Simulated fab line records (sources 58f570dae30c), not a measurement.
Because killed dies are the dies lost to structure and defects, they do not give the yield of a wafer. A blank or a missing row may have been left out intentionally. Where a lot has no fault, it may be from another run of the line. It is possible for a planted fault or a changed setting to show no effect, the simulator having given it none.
2 desks, one fault + flow berkeley-cmos170 + numbers are kept per desk, each desk with only its own; the story behind them comes last

## THE METROLOGY DESK
What the gauges read, lot by lot, whatever tool the lot ran on: means of the sampled wafers that have a number. Any lot whose mean is over 4 standard deviations away from the usual mean is out of limits and marked OUT; that distance is given in the brackets.
Columns: A = INCOMING_BOW at UCB170_START_BOW_MEAS_00, usual 1 um; B = ACTIVE_OVL at UCB170_ACTIVE_OVL_MEAS_14, usual -2 nm; C = GATE_POLY_THK at UCB170_GATE_THK_MEAS_05, usual 212.8 nm
| lot  | first seen here | A  | B  | C     |
|------|-----------------|----|----|-------|
| L520 | day 1 10:00     | -2 | -4 | 213.9 |
| L521 | day 1 15:01     | -5 | -2 | 210.7 |
| L522 | day 1 20:01     | 2  | 6  | 212.2 |
| L523 | day 2 01:01     | -2 | 2  | 213.6 |
| L524 | day 2 06:00     | -4 | -3 | 211.3 |
| L526 | day 2 16:01     | -1 | -6 | 213.2 |
| L528 | day 3 02:00     | -7 | 1  | 214.4 |
| L530 | day 3 12:01     | 1  | 2  | 215.2 |
| L531 | day 3 17:01     | 2  | -8 | 211.4 |
| L535 | day 4 13:02     | 4  | -7 | 210.2 |
| L537 | day 4 23:00     | 4  | -4 | 213.8 |
| L539 | day 5 09:00     | -5 | -6 | 213.1 |
| L540 | day 5 14:00     | -3 | 5  | 213.0 |
| L542 | day 6 00:00     | -2 | 5  | 213.7 |
Result from this desk: across the 14 lots, nothing is out of limits.

## AT THE TOOL OWNER'S DESK: rie-metal-04
The tool's own readings at UCB170_M3_METAL_ETCH_18 (etches Al in Cl2/BCl3, stops on SiO2, target depth 1170 nm, time 203.7 s): means of the sampled wafers that have a number, for each lot that ran on this tool. Any lot whose mean is over 4 standard deviations away from the usual mean is out of limits and marked OUT; that distance is given in the brackets.
Columns: A = drypump-motor-current-A at UCB170_M3_METAL_ETCH_18, usual 5.6 A; B = oes-product-au at UCB170_M3_METAL_ETCH_18, usual 0.859 a.u.; C = throttle-valve-pct at UCB170_M3_METAL_ETCH_18, usual 24.54 %
| lot  | first seen here | A   | B     | C     |
|------|-----------------|-----|-------|-------|
| L521 | day 9 18:02     | 5.4 | 0.864 | 24.55 |
| L523 | day 10 12:26    | 5.7 | 0.862 | 24.51 |
| L528 | day 11 12:06    | 5.4 | 0.878 | 24.56 |
| L530 | day 11 20:20    | 5.7 | 0.872 | 24.52 |
| L531 | day 12 10:34    | 5.7 | 0.879 | 24.52 |
Result from this desk: across the 5 lots, nothing is out of limits.

## ALL TOGETHER
From the metrology desk's view, nothing was out of limits.
The tool owner's desk saw nothing out of limits.

## WHAT THE SIMULATOR HAD PUT IN
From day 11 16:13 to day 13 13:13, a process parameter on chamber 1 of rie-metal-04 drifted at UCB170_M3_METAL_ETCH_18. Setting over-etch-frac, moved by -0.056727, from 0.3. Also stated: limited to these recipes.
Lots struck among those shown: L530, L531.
